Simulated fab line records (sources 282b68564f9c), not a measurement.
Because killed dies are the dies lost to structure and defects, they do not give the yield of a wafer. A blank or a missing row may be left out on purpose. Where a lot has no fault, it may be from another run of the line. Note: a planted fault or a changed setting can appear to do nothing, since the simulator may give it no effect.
fab line records	flow rit_cmos
record lots=6	wafers=18	last_day=7
route steps=202 shown PRETRO@69 GATE@75 FOX2@80 M1@202
lots with no fault: from the same line, run without faults
start_h: the number of hours between the record's first day and the start of the first shown wafer of the lot	wait_h: time in hours since the lot's previous step	" repeats the value in the row above	L1.1+2: one row covering several wafers at once	- no value, or no start was given	* or withheld: withheld	< > ~ a bound
route shown NAME@n: a module of which the file shows steps, and the number in the route of the first	usual: mean/standard deviation taken from wafers without a fault	same: alike in all rows	chamber/n: place in a boat	sites: readings site by site	_std_site: how widely they spread, as a standard deviation	_edge_site: outer sites' mean less inner sites'	radius_mm: for every site, how far away it sits from the centre of the wafer	mask NAME#n: copy n	behind: the last tool/chamber to shape the wafer	hold: the reason the lot was held/the length of the hold in hours/how it ended	device: whichever transistor did not switch (one of n, p or np)	end of line: the same wafers' tests at the end of the route	a step given without rows: its recipe and nothing more	killed: the dies lost at the first sort to structure and to defects; this is not the yield of the wafer	map: shows each die of a wafer: x if killed, . if not, _ if none is there
set.NAME: the setting that was run; set.NAME@STEP: the one run at that earlier step	model.NAME: the simulator's own value behind a step, which no gauge read
lots at selected steps of the route; one table per step, one row per wafer
services: from which hour (start_h, from the record's first day; less than 0 if before it) a tool's chamber was out of use, for how many hours, and why
## steps
# step RIT_PRETRO_DEVELOP_05
# recipe resist=NOVOLAK	develop_time_s=68	dev_temp_c=23
# step RIT_PRETRO_OVL_MEAS_06
# usual PRETRO_OVL=1.0/1.4
lot.wafer	tool	chamber	start_h	wait_h	PRETRO_OVL[nm]
L792.3	overlay-01	-	47.78	-	1.9
L792.4	"	-	"	"	2.7
L792.6	"	-	"	"	1.0
L794.3	overlay-01	-	56.44	-	-0.9
L794.5	"	-	"	"	-1.1
L794.6	"	-	"	"	-2.6
L797.1	overlay-01	-	71.76	-	-0.1
L797.2	"	-	"	"	-1.7
L797.6	"	-	"	"	-0.7
L804.2	overlay-01	-	106.57	-	1.4
L804.3	"	-	"	"	1.8
L804.5	"	-	"	"	2.5
L809.1	overlay-02	-	130.47	-	-1.3
L809.4	"	-	"	"	-0.1
L809.5	"	-	"	"	0.4
L810.2	overlay-01	-	138.03	-	1.1
L810.3	"	-	"	"	2.0
L810.4	"	-	"	"	2.2
# step RIT_PRETRO_HARDBAKE_07
# recipe resist=NOVOLAK	temp_c=140	time_s=120
# step RIT_PRETRO_IMPLANT_08
# recipe species=B	energy_kev=45	dose_cm2=1.2e+13	tilt_deg=7
# step RIT_PRETRO_STRIP_09
# recipe chemistry=O2	time_s=180	resist=NOVOLAK	platen_temp_c=withheld	power_w=500	pressure_mtorr=4000	o2_flow_sccm=4000
# usual drypump_motor_current_A=5.4/0.34
lot.wafer	tool	chamber	start_h	wait_h	drypump_motor_current_A	rf_hours_counter_h
L792.3	plasma_asher-01	0	48.26	0.1	5.3	-
L792.4	"	1	"	"	5.5	-
L792.6	"	1	"	"	5.5	-
L794.3	plasma_asher-02	1	56.92	0.1	4.7	-
L794.5	"	0	"	"	5.7	-
L794.6	"	1	"	"	4.8	-
L797.1	plasma_asher-04	0	72.19	0.1	5.9	44
L797.2	"	1	"	"	5.4	44
L797.6	"	1	"	"	5.3	-
L804.2	plasma_asher-01	1	107.00	0.1	5.6	47
L804.3	"	1	"	"	5.5	-
L804.5	"	0	"	"	5.3	-
L809.1	plasma_asher-02	1	130.90	0.1	4.7	34
L809.4	"	0	"	"	5.7	-
L809.5	"	0	"	"	5.7	-
L810.2	plasma_asher-01	0	138.46	0.1	5.3	50
L810.3	"	0	"	"	5.3	-
L810.4	"	1	"	"	5.6	-
# step RIT_PRETRO_TW_MEAS_10
# usual PRETRO_TW=473.8/2.6
lot.wafer	tool	chamber	start_h	wait_h	PRETRO_TW
L792.3	film_metro-04	-	48.40	0.1	472.2
L792.4	"	-	"	"	471.6
L792.6	"	-	"	"	473.1
L794.3	film_metro-04	-	57.06	0.1	469.8
L794.5	"	-	"	"	473.6
L794.6	"	-	"	"	467.2
L797.1	film_metro-03	-	72.37	0.1	477.9
L797.2	"	-	"	"	475.5
L797.6	"	-	"	"	478.6
L804.2	film_metro-04	-	107.18	0.1	474.2
L804.3	"	-	"	"	474.7
L804.5	"	-	"	"	471.7
L809.1	film_metro-01	-	131.08	0.1	476.5
L809.4	"	-	"	"	477.3
L809.5	"	-	"	"	476.9
L810.2	film_metro-01	-	138.64	0.1	476.9
L810.3	"	-	"	"	474.5
L810.4	"	-	"	"	476.1
# step RIT_GATE_WET_ETCH_00
# recipe chemistry=BOE	target=SiO2	target_depth_nm=56	time_s=60	dry=n2_spin	dilution=10:1	temp_c=21.5
# step RIT_GATE_CLEAN_01
# recipe chemistry=SC1	mix=3:3:50	time_s=600	temp_c=75
# step RIT_GATE_CLEAN_02
# recipe chemistry=dHF	dilution=50:1	time_s=30
# step RIT_GATE_CLEAN_03
# recipe chemistry=SC2	mix=3:3:50	time_s=600	temp_c=75	dry=n2_spin
# step RIT_GATE_CLEAN_04
# recipe chemistry=dHF	dilution=50:1	time_s=60	dry=n2_spin
# step RIT_FOX2_THK_MEAS_91
# recipe reads=SiO2_of_FOX2_OXIDATION_00
# usual FIELD_OXIDE_LEFT_2_THK=253/6.2
lot.wafer	tool	chamber	start_h	wait_h	FIELD_OXIDE_LEFT_2_THK[nm]
L792.3	film_metro-03	-	48.91	0.0	258
L792.4	"	-	"	"	255
L792.6	"	-	"	"	258
L794.3	film_metro-03	-	57.57	0.0	255
L794.5	"	-	"	"	255
L794.6	"	-	"	"	249
L797.1	film_metro-02	-	72.88	0.0	252
L797.2	"	-	"	"	256
L797.6	"	-	"	"	253
L804.2	film_metro-03	-	107.70	0.0	257
L804.3	"	-	"	"	257
L804.5	"	-	"	"	257
L809.1	film_metro-01	-	131.80	0.0	241
L809.4	"	-	"	"	244
L809.5	"	-	"	"	249
L810.2	film_metro-03	-	139.47	0.0	258
L810.3	"	-	"	"	264
L810.4	"	-	"	"	259
# step RIT_GATE_OXIDATION_05
# recipe temp_c=900	ambient=O2	target_thk_a=30	ox_time_s=270
# usual spike_tc_centre_C=902.5/1	spike_tc_load_C=926.1/1.8	spike_tc_source_C=922.1/2.1	tube_center_temp_C=900.01/0.08	tube_center_temp_C_max=902.3/0.35
lot.wafer	tool	chamber	start_h	wait_h	spike_tc_centre_C	spike_tc_load_C	spike_tc_source_C	tube_center_temp_C	tube_center_temp_C_max	model.SiO2_of_GATE_OXIDATION_05.thk_nm
L792.3	furnace-03	0	48.95	0.0	902.6	927.2	920.5	899.91	902.1	3.017
L792.4	"	0	"	"	902.4	926.3	920.2	900.07	901.9	3.024
L792.6	"	0	"	"	903.0	927.2	919.6	900.03	902.4	3.021
L794.3	furnace-03	0	57.61	0.0	903.7	928.0	919.6	900.03	902.7	2.966
L794.5	"	0	"	"	901.7	926.0	918.8	899.9	902.2	2.947
L794.6	"	0	"	"	902.4	927.0	921.6	900.08	901.9	2.963
L797.1	furnace-04	0	73.37	0.5	901.7	921.0	924.2	900.07	902.5	3.05
L797.2	"	0	"	"	902.7	922.8	924.9	899.88	902.3	3.044
L797.6	"	0	"	"	901.5	922.3	926.9	899.9	902.1	3.058
L804.2	furnace-03	0	108.55	0.8	904.5	927.6	920.8	900.08	902.7	2.989
L804.3	"	0	"	"	903.6	926.9	919.5	900.06	902.4	2.986
L804.5	"	0	"	"	902.6	926.3	921.6	900.01	902.6	3.04
L809.1	furnace-03	0	132.05	0.2	923.8	949.0	939.7	920.16	922.1	3.694
L809.4	"	0	"	"	922.9	947.9	940.8	920.14	922.9	3.674
L809.5	"	0	"	"	923.2	947.4	940.9	920.11	922.4	3.675
L810.2	furnace-03	0	139.52	0.0	923.2	947.7	938.8	920.12	922.9	3.876
L810.3	"	0	"	"	922.3	945.6	939.5	920.04	922.1	3.849
L810.4	"	0	"	"	923.5	947.8	941.4	920.03	922.0	3.846
# step RIT_GATE_ANNEAL_06
# recipe temp_c=900	time_s=600	ambient=N2O
# step RIT_GATE_THK_MEAS_07
# recipe reads=SiO2_of_GATE_OXIDATION_05
# usual GATE_OXIDE_THK=3.02/0.058
lot.wafer	tool	chamber	start_h	wait_h	GATE_OXIDE_THK[nm]
L792.3	film_metro-02	-	50.29	0.0	3.01
L792.4	"	-	"	"	3.05
L792.6	"	-	"	"	3.08
L794.3	film_metro-02	-	58.96	0.0	2.95
L794.5	"	-	"	"	3.03
L794.6	"	-	"	"	2.96
L797.1	film_metro-03	-	74.69	0.0	3.04
L797.2	"	-	"	"	3.05
L797.6	"	-	"	"	3.06
L804.2	film_metro-02	-	109.89	0.0	3.07
L804.3	"	-	"	"	3.01
L804.5	"	-	"	"	3.05
L809.1	film_metro-02	-	133.38	0.0	3.64
L809.4	"	-	"	"	3.67
L809.5	"	-	"	"	3.73
L810.2	film_metro-01	-	140.86	0.0	3.82
L810.3	"	-	"	"	3.83
L810.4	"	-	"	"	3.82
# step RIT_GATE_CVD_08
# recipe material=poly-Si	target_thk_nm=250	temp_c=610	precursor=SiH4	time_s=2220	pressure_mtorr=300	sih4_flow_sccm=100
# step RIT_M1_PROBE_99
# usual killed_at_front_end=7/3.1	killed_dies=7/3.1	killed_open=3.2/2.1	killed_short=3.4/2
# same gross_dies=264	killed_at_M0_to_M3=0	killed_at_M4_up=0	killed_at_back_side=0	killed_at_contacts=0	killed_at_other=0
lot.wafer	tool	chamber	start_h	wait_h	killed_at_front_end	killed_dies	killed_open	killed_short	model.etest.pmos_0p3.r_on_ohm_um	model.etest.pmos_turned.r_on_ohm_um	model.etest.pmos_0p15.r_on_ohm_um	model.etest.nmos_0p3.r_on_ohm_um	model.etest.nmos_0p15.r_on_ohm_um	model.etest.nmos_0p15.drive_ua_um	model.etest.nmos_narrow.drive_ua_um	model.etest.nmos_0p3.drive_ua_um
L792.3	prober-01	-	73.58	0.2	6	6	2	4	6262	3462	2764	2165	1149	458.8	221.6	224.2
L792.4	prober-01	-	73.63	0.2	8	8	3	5	6344	3495	2818	2204	1184	453.6	218.7	222.5
L792.6	prober-01	-	73.73	0.2	8	8	2	6	6298	3425	2759	2184	1140	457.9	221.1	221.6
L794.3	prober-01	-	84.67	0.2	14	14	7	7	6254	3477	2785	2126	1132	477.1	233.4	233.9
L794.5	prober-01	-	84.77	0.2	5	5	2	3	6162	3508	2791	2131	1154	467.7	235.1	233
L794.6	prober-01	-	84.82	0.2	4	4	4	0	6419	3670	2920	2194	1182	460.9	234	230
L797.1	prober-02	-	98.67	0.1	3	3	1	2	6313	3433	2782	2158	1115	465.9	220.4	220.6
L797.2	prober-02	-	98.72	0.1	4	4	2	2	6350	3491	2832	2184	1148	462.8	219.5	221.4
L797.6	prober-02	-	98.92	0.2	8	8	4	4	6478	3508	2837	2178	1131	465.8	220.8	218
L804.2	prober-01	-	133.23	0.1	9	9	5	4	6246	3488	2734	2130	1107	477.9	228.8	226.9
L804.3	prober-01	-	133.28	0.2	5	5	2	3	6312	3494	2740	2139	1113	485	226.4	226.2
L804.5	prober-01	-	133.38	0.2	13	13	6	7	6377	3480	2751	2171	1111	480.1	223.6	222.4
L809.1	prober-01	-	156.42	0.1	5	5	2	3	7555	3893	3129	2516	1259	382.4	171.8	170.3
L809.4	prober-01	-	156.57	0.2	5	5	3	2	7410	3823	3080	2485	1232	386	174.3	171.6
L809.5	prober-01	-	156.62	0.2	7	7	1	6	7364	3729	3012	2470	1222	397.4	177.3	173.6
L810.2	prober-02	-	163.92	0.1	10	10	7	3	7826	3969	3203	2558	1232	388	161.1	162.6
L810.3	prober-02	-	163.97	0.2	9	9	4	5	7943	4046	3271	2578	1259	385.5	161.1	164.5
L810.4	prober-02	-	164.02	0.2	8	8	3	5	7850	4017	3223	2557	1257	384	163.9	165.3
# killed by level:class
L792.3 GATE:geometric_particle:short=2 FOX1:geometric_particle:open=1 FOX1:geometric_particle:short=1 REOX:geometric_particle:short=1 REOX:geometric_particle:open=1
L792.4 GATE:geometric_particle:short=2 GATE:geometric_particle:open=2 FOX1:geometric_particle:short=1 FOX2:geometric_particle:short=1 FOX2:geometric_particle:open=1 REOX:geometric_particle:short=1
L792.6 GATE:geometric_particle:short=4 REOX:geometric_particle:short=2 FOX2:geometric_particle:open=1 REOX:geometric_particle:open=1
L794.3 GATE:geometric_particle:open=4 GATE:geometric_particle:short=2 REOX:geometric_particle:short=2 SPACER:geometric_particle:short=2 FOX1:geometric_particle:short=1 FOX2:geometric_particle:open=1 REOX:geometric_particle:open=1 SILICIDE:geometric_particle:open=1
L794.5 FOX1:geometric_particle:short=2 REOX:geometric_particle:short=1 SPACER:geometric_particle:open=1 SILICIDE:geometric_particle:open=1
L794.6 GATE:geometric_particle:open=3 FOX1:geometric_particle:open=1
L797.1 ACTIVE:geometric_particle:short=1 REOX:geometric_particle:open=1 REOX:geometric_particle:short=1
L797.2 GATE:geometric_particle:short=2 FOX1:geometric_particle:open=1 REOX:geometric_particle:open=1
L797.6 FOX1:geometric_particle:short=2 FOX2:geometric_particle:open=1 FOX2:geometric_particle:short=1 GATE:geometric_particle:open=1 REOX:geometric_particle:short=1 REOX:geometric_particle:open=1 SILICIDE:geometric_particle:open=1
L804.2 GATE:geometric_particle:short=3 GATE:geometric_particle:open=2 REOX:geometric_particle:short=1 REOX:geometric_particle:open=1 SPACER:geometric_particle:open=1 SILICIDE:geometric_particle:open=1
L804.3 GATE:geometric_particle:open=2 GATE:geometric_particle:short=2 FOX2:geometric_particle:short=1
L804.5 FOX1:geometric_particle:short=4 FOX1:geometric_particle:open=2 SPACER:geometric_particle:open=2 FOX2:geometric_particle:open=1 GATE:geometric_particle:short=1 REOX:geometric_particle:open=1 REOX:geometric_particle:short=1 SPACER:geometric_particle:short=1
L809.1 FOX1:geometric_particle:short=2 FOX1:geometric_particle:open=1 FOX2:geometric_particle:open=1 SPACER:geometric_particle:short=1
L809.4 FOX1:geometric_particle:open=2 FOX2:geometric_particle:open=1 GATE:geometric_particle:short=1 SILICIDE:geometric_particle:short=1
L809.5 FOX2:geometric_particle:short=2 GATE:geometric_particle:short=2 FOX1:geometric_particle:short=1 REOX:geometric_particle:open=1 SPACER:geometric_particle:short=1
L810.2 FOX1:geometric_particle:open=2 GATE:geometric_particle:open=2 SPACER:geometric_particle:open=2 GATE:geometric_particle:short=1 REOX:geometric_particle:short=1 SPACER:geometric_particle:short=1 SILICIDE:geometric_particle:open=1
L810.3 GATE:geometric_particle:open=2 REOX:geometric_particle:short=2 FOX1:geometric_particle:short=1 GATE:geometric_particle:short=1 REOX:geometric_particle:open=1 SILICIDE:geometric_particle:open=1 SILICIDE:geometric_particle:short=1
L810.4 GATE:geometric_particle:short=2 SPACER:geometric_particle:short=2 FOX1:geometric_particle:open=1 GATE:geometric_particle:open=1 REOX:geometric_particle:short=1 SPACER:geometric_particle:open=1
## services
tool	chamber	start_h	hours	kind
furnace-03	-	31.21	1.1	repair
furnace-04	-	34.86	3.6	pm
furnace-03	-	88.27	2.9	pm
plasma_asher-04	-	108.75	9.0	pm
plasma_asher-04	0	108.75	9.0	vent_cycle
plasma_asher-04	1	108.75	9.0	vent_cycle
plasma_asher-02	-	112.24	1.4	repair
plasma_asher-04	0	117.75	-	clean
plasma_asher-04	1	117.75	-	clean
plasma_asher-02	-	136.57	2.0	repair
## key
first_sign step=RIT_GATE_OXIDATION_05	reading=tube_center_temp_C	direction=up	sigmas=99+	usual=*	struck=*
effect step=RIT_GATE_OXIDATION_05	reading=tube_center_temp_C_max	direction=up	sigmas=57	usual=*	struck=*
effect step=RIT_GATE_THK_MEAS_07	reading=GATE_OXIDE_THK	direction=up	sigmas=13	usual=3.02	struck=3.75
model_effect step=RIT_GATE_OXIDATION_05	value=SiO2_of_GATE_OXIDATION_05.thk_nm	without=2.969	struck=3.769
model_effect step=RIT_M1_PROBE_99	value=etest.pmos_0p3.r_on_ohm_um	without=6208	struck=7658
met_at RIT_GATE_OXIDATION_05
struck_wafers L809.1,L809.4,L809.5,L810.2,L810.3,L810.4
tester_left_out L809,L810
onset_between 108.55 132.05
fault kind=process_parameter_drift	tool=furnace-03	chamber=-	onset_h=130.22	steps=RIT_GATE_OXIDATION_05	channel=temp_c	offset=*	shape=step	end_h=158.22	acts_in=*	stated=*
# tester_left_out: of these lots the tester's yield and bins aren't shown, on N5 and GAA mostly nor the transistor test; their killed dies are dies lost to structure and defects alone, not to doping, threshold or leakage, so they don't give the yield
